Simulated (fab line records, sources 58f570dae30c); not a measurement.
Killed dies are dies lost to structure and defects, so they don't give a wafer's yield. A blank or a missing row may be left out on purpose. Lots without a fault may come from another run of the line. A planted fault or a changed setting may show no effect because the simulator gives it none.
A sampling plan put to the test | flow berkeley_cmos170 | one fab line, 38 faults that these records tell of, each judged on the records of the lots that it struck
The plan is the line's own looks: the steps of the route at which a gauge or an inspection reads the wafer and doesn't change it. A look can be judged if struck wafers have a number there and the file gives its usual mean and standard deviation on fault-free wafers. Caught: at a look after the fault's first step, the mean of the struck wafers lies 4 or more of those standard deviations (sigma) from the usual mean. On the tool: the same test on the tool's own readings at the fault's steps. Another recipe on the struck wafers, or a record that is blank for them alone, also counts as caught.

THE FAULTS, as the simulator had put them in
1. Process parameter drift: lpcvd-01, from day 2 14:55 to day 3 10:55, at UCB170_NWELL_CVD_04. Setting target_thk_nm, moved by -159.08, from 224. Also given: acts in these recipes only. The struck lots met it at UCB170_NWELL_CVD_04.
2. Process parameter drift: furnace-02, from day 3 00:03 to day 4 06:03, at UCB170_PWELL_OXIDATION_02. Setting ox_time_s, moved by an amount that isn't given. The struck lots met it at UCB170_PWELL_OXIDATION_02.
3. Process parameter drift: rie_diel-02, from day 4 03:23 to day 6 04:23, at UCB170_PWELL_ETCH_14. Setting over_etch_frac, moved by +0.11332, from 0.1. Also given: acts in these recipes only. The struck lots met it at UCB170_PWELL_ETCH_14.
4. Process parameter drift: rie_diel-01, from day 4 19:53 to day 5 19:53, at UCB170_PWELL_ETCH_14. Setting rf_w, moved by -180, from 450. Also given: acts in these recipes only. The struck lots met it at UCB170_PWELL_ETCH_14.
5. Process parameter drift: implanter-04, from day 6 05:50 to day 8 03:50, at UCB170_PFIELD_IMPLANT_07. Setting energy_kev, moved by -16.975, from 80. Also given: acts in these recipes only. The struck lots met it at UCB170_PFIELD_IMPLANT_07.
6. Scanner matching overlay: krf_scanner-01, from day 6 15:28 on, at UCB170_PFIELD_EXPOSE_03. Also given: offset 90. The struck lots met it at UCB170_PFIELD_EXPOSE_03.
7. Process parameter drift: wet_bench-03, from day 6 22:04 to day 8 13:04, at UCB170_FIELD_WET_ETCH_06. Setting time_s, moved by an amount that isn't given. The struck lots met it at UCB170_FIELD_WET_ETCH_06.
8. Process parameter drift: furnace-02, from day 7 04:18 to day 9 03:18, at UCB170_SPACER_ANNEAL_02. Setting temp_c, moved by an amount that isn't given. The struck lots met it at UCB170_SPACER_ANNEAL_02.
9. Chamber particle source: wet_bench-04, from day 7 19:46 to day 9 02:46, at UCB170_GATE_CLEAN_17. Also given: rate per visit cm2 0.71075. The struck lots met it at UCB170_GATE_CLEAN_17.
10. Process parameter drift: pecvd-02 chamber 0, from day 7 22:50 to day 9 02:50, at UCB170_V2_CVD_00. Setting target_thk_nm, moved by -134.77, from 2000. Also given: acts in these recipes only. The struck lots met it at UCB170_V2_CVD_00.
11. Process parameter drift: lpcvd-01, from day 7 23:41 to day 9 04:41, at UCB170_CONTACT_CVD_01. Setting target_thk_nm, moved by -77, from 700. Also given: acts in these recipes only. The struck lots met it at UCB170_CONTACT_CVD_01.
12. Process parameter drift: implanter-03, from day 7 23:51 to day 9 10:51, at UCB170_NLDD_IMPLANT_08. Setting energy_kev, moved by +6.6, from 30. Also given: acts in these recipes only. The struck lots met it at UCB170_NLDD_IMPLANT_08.
13. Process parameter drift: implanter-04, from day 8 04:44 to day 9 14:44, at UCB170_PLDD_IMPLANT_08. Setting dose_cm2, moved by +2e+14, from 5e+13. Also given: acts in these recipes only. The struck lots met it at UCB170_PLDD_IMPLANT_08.
14. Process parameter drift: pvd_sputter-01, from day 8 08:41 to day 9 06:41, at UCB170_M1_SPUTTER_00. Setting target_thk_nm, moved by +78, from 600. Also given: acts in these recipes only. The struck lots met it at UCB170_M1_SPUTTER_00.
15. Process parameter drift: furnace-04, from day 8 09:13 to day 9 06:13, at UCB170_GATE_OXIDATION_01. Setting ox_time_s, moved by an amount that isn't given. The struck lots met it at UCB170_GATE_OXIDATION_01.
16. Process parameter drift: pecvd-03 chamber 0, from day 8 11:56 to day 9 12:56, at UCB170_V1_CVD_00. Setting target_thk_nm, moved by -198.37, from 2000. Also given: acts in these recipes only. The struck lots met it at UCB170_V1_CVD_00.
17. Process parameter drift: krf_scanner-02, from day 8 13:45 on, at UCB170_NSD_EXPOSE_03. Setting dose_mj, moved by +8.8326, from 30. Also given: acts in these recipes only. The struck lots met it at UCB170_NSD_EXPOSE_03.
18. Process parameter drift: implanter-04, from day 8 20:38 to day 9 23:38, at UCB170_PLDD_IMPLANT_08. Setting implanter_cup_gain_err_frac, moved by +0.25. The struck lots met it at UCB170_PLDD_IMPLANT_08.
19. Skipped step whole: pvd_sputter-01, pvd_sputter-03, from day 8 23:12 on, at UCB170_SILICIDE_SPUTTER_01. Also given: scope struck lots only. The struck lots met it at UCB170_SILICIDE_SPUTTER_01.
20. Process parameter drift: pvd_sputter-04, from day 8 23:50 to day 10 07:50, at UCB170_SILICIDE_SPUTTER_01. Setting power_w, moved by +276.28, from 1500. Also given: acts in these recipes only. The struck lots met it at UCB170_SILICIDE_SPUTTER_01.
21. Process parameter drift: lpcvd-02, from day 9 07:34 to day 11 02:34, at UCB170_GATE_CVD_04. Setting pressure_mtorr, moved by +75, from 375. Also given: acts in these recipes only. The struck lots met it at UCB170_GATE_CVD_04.
22. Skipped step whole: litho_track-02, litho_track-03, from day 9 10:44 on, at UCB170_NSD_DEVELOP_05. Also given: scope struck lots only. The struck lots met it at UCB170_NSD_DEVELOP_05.
23. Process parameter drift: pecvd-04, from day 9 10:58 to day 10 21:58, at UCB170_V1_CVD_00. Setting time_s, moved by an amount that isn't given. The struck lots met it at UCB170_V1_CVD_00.
24. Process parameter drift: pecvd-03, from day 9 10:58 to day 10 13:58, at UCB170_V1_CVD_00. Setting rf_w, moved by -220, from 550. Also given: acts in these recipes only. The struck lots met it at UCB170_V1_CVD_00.
25. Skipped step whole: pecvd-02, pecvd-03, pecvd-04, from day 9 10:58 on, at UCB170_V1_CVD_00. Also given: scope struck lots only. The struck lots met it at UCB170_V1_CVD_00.
26. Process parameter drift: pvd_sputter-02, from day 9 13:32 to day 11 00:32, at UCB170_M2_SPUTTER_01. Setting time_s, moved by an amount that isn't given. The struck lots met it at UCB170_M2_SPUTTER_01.
27. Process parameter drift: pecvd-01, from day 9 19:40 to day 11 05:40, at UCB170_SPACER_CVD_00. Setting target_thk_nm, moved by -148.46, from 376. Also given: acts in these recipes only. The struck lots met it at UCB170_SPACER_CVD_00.
28. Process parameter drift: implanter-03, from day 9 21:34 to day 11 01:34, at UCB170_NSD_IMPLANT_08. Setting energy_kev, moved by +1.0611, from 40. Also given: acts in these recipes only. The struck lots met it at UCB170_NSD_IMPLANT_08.
29. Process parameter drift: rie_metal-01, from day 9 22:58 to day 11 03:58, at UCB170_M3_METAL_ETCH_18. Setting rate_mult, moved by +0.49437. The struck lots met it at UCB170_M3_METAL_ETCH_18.
30. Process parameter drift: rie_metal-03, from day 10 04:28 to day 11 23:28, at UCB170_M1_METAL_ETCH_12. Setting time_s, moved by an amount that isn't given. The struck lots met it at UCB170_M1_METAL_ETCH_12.
31. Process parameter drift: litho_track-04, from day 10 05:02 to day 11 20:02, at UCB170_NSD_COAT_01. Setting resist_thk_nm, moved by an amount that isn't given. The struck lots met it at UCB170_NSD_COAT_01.
32. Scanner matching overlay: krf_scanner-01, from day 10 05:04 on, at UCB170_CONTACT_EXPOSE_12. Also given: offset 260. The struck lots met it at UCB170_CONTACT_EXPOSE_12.
33. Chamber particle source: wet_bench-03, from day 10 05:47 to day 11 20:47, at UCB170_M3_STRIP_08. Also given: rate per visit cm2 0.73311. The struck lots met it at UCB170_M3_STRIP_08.
34. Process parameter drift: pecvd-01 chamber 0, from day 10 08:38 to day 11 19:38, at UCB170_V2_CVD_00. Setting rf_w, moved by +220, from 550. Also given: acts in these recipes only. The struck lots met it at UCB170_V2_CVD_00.
35. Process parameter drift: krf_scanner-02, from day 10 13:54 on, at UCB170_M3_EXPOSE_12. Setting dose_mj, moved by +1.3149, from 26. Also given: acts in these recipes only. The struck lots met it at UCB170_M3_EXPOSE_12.
36. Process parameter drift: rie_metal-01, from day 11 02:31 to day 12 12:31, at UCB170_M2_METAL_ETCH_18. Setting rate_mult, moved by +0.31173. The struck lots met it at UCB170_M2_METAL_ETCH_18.
37. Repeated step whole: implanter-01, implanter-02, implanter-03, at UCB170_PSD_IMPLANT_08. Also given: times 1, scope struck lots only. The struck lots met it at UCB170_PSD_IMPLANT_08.
38. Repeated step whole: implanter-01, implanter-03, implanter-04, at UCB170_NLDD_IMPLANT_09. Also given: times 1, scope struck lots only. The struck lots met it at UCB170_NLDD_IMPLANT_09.

WHAT THE PLAN SAW
fault | on the tool itself                               | first look that catches it                      | reading, sigma                                         | median hours from its first step to that look | hours from the fault's start to the first struck lot there | judged looks passed uncaught
1     | under 2 sigma                                    | UCB170_NWELL_THK_MEAS_05                        | NWELL_NITRIDE_THK -83                                  | 1.9                                           | 8                                                          | 0
2     | no reading that can be judged                    | UCB170_PWELL_THK_MEAS_03                        | PWELL_OXIDE_THK +6.6                                   | 1.4                                           | 8                                                          | 0
3     | oes_product_au -4.3 sigma                        | no look after it can be judged                  | -                                                      | -                                             | -                                                          | 0
4     | rf_fwd_power_W -99 or beyond sigma               | no look after it can be judged                  | -                                                      | -                                             | -                                                          | 0
5     | beam_energy_keV -99 or beyond sigma              | not the one look that can be judged after it    | strongest: PFIELD_TW at UCB170_PFIELD_TW_MEAS_09, -2.7 | -                                             | -                                                          | 1
6     | no reading that can be judged                    | UCB170_PFIELD_OVL_MEAS_06                       | PFIELD_OVL +16                                         | 0.6                                           | 10                                                         | 0
7     | run_length_s -6.1 sigma                          | UCB170_FIELD_THK_MEAS_90                        | FIELD_OXIDE_LEFT_1_THK +4.3                            | 0.0                                           | 6                                                          | 0
8     | tube_center_temp_C -99 or beyond sigma           | UCB170_SDANNEAL_RS_MEAS_04                      | PLDD_RS +17                                            | 6.9                                           | 13                                                         | 1
9     | no reading that can be judged                    | none of the 3 looks that can be judged after it | -                                                      | -                                             | -                                                          | 3
10    | under 2 sigma                                    | UCB170_V2_THK_MEAS_01                           | V2_TEOS_THK -4.7                                       | 0.1                                           | 0                                                          | 0
11    | under 2 sigma                                    | UCB170_CONTACT_THK_MEAS_02                      | CONTACT_PSG_THK -14                                    | 2.2                                           | 6                                                          | 0
12    | beam_energy_keV +99 or beyond sigma              | UCB170_SDANNEAL_RS_MEAS_05                      | NLDD_RS -19                                            | 14.8                                          | 23                                                         | 2
13    | dose_ions_cm2 +99 or beyond sigma                | UCB170_PLDD_TW_MEAS_11                          | PLDD_TW +49                                            | 0.4                                           | 1                                                          | 0
14    | under 2 sigma                                    | UCB170_M1_RS_MEAS_01                            | M1_AL_RS -11                                           | 0.1                                           | 20                                                         | 0
15    | no reading that can be judged                    | UCB170_GATE_THK_MEAS_02                         | GATE_OXIDE_THK +19                                     | 1.5                                           | 4                                                          | 0
16    | under 2 sigma                                    | UCB170_V1_THK_MEAS_01                           | V1_TEOS_THK -8.8                                       | 0.2                                           | 7                                                          | 0
17    | exposure_dose_mJ_cm2 +92 sigma                   | UCB170_NSD_CD_MEAS_06                           | cd_nm +37                                              | 0.6                                           | 16                                                         | 0
18    | faraday_current_uA +11 sigma                     | UCB170_PLDD_TW_MEAS_11                          | PLDD_TW -4.1                                           | 0.4                                           | 2                                                          | 0
19    | the tool's record is blank for the struck wafers | no look after it can be judged                  | -                                                      | -                                             | -                                                          | 0
20    | cathode_dc_power_W +99 or beyond sigma           | UCB170_SILICIDE_RS_MEAS_02                      | SILICIDE_TI_RS -14                                     | 0.0                                           | 1                                                          | 0
21    | pressure_mtorr +91 sigma                         | UCB170_GATE_THK_MEAS_05                         | GATE_POLY_THK +8.1                                     | 1.5                                           | 12                                                         | 0
22    | no reading that can be judged                    | no look after it can be judged                  | -                                                      | -                                             | -                                                          | 0
23    | run_length_s +99 or beyond sigma                 | UCB170_V1_THK_MEAS_01                           | V1_TEOS_THK +32                                        | 0.2                                           | 2                                                          | 0
24    | rf_fwd_power_W -99 or beyond sigma               | UCB170_V1_THK_MEAS_01                           | V1_TEOS_THK -12                                        | 0.1                                           | 2                                                          | 0
25    | the tool's record is blank for the struck wafers | not the one look that can be judged after it    | strongest: V1_BOW at UCB170_V1_BOW_MEAS_03, -3.4       | -                                             | -                                                          | 1
26    | under 2 sigma                                    | UCB170_M2_RS_MEAS_02                            | M2_AL_RS -7.1                                          | 0.1                                           | 1                                                          | 0
27    | under 2 sigma                                    | UCB170_SPACER_THK_MEAS_01                       | SPACER_TEOS_THK -34                                    | 0.0                                           | 9                                                          | 0
28    | beam_energy_keV +97 sigma                        | UCB170_SDANNEAL_RS_MEAS_03                      | NSD_RS -4.2                                            | 1.8                                           | 5                                                          | 0
29    | under 2 sigma                                    | UCB170_M3_CD_MEAS_90                            | cd_nm -10                                              | 0.3                                           | 3                                                          | 0
30    | run_length_s +99 or beyond sigma                 | UCB170_M1_CD_MEAS_90                            | cd_nm -9.0                                             | 0.2                                           | 6                                                          | 0
31    | under 2 sigma                                    | not the one look that can be judged after it    | -                                                      | -                                             | -                                                          | 1
32    | no reading that can be judged                    | UCB170_CONTACT_OVL_MEAS_16                      | CONTACT_OVL +41                                        | 0.5                                           | 3                                                          | 0
33    | under 2 sigma                                    | no look after it can be judged                  | -                                                      | -                                             | -                                                          | 0
34    | rf_fwd_power_W +99 or beyond sigma               | UCB170_V2_THK_MEAS_01                           | V2_TEOS_THK +8.1                                       | 0.2                                           | 6                                                          | 0
35    | exposure_dose_mJ_cm2 +8.3 sigma                  | UCB170_M3_CD_MEAS_15                            | cd_nm -5.5                                             | 0.6                                           | 13                                                         | 0
36    | under 2 sigma                                    | UCB170_M2_CD_MEAS_90                            | cd_nm -5.9                                             | 0.3                                           | 5                                                          | 0
37    | under 2 sigma                                    | UCB170_PSD_TW_MEAS_10                           | PSD_TW +28                                             | 0.7                                           | -                                                          | 0
38    | under 2 sigma                                    | UCB170_NLDD_TW_MEAS_11                          | NLDD_TW +13                                            | 0.6                                           | -                                                          | 0
A dash: the fault isn't caught, or these records don't give the number.

Caught at a look: 29 of 38. Caught on the tool: 19 of 38. By one or the other: 34 of 38.
Caught on the tool alone: faults 3, 4, 5, 19, 25.
Caught at a look alone: faults 1, 2, 6, 10, 11, 14, 15, 16, 26, 27, 29, 32, 36, 37, 38.
Caught by neither: faults 9, 22, 31, 33.

THINNER SAMPLING
If the look that catches a fault measured only every second or every third lot, by lot number, the first struck lot would be measured this late in the worst case:
fault | struck lots at that look, in order of time | every lot | every second lot | every third lot
1     | L938, L939, L940                           | 8 h       | 12 h             | 19 h
2     | L717, L719, L718                           | 8 h       | 8 h              | 8 h
6     | L543, L545, L546                           | 10 h      | 21 h             | may miss all 3
7     | L544, L548, L549                           | 6 h       | 32 h             | 32 h
8     | L592, L593, L600                           | 13 h      | 21 h             | 51 h
10    | L596, L599                                 | 0 h       | 13 h             | may miss all 2
11    | L298, L301                                 | 6 h       | 26 h             | may miss all 2
12    | L747, L745, L749                           | 23 h      | may miss all 3   | 24 h
13    | L105, L109                                 | 1 h       | may miss all 2   | may miss all 2
14    | L284, L286                                 | 20 h      | may miss all 2   | may miss all 2
15    | L384, L385                                 | 4 h       | 12 h             | may miss all 2
16    | L133, L135, L137                           | 7 h       | may miss all 3   | 25 h
17    | L153, L152                                 | 16 h      | 20 h             | may miss all 2
18    | L326, L329                                 | 2 h       | 11 h             | may miss all 2
20    | L246, L248                                 | 1 h       | may miss all 2   | may miss all 2
21    | L372, L373                                 | 12 h      | 12 h             | may miss all 2
23    | L758, L761                                 | 2 h       | 15 h             | may miss all 2
24    | L460, L463                                 | 2 h       | 8 h              | may miss all 2
26    | L741, L750                                 | 1 h       | 28 h             | may miss all 2
27    | L226, L229                                 | 9 h       | 11 h             | may miss all 2
28    | L902, L903                                 | 5 h       | 16 h             | may miss all 2
29    | L549, L550                                 | 3 h       | 3 h              | may miss all 2
30    | L909, L916, L914                           | 6 h       | 18 h             | 19 h
32    | L229, L235, L238                           | 3 h       | 18 h             | may miss all 3
34    | L546, L543                                 | 6 h       | 14 h             | may miss all 2
35    | L769, L774                                 | 13 h      | 24 h             | may miss all 2
36    | L739, L742                                 | 5 h       | 10 h             | may miss all 2
Hours are from the fault's start to the first struck lot that is measured. The limit of 4 sigma was tested on all struck wafers together, so one lot alone may lie under it. Other struck lots may not be in these records.

THE LONGEST TIMED WAY FROM STEP TO LOOK
Fault 12: a median of 14.8 hours passes between UCB170_NLDD_IMPLANT_08 and UCB170_SDANNEAL_RS_MEAS_05. The looks between them that can be judged stayed within 4 sigma: UCB170_NLDD_TW_MEAS_11, UCB170_PSD_CD_MEAS_06.
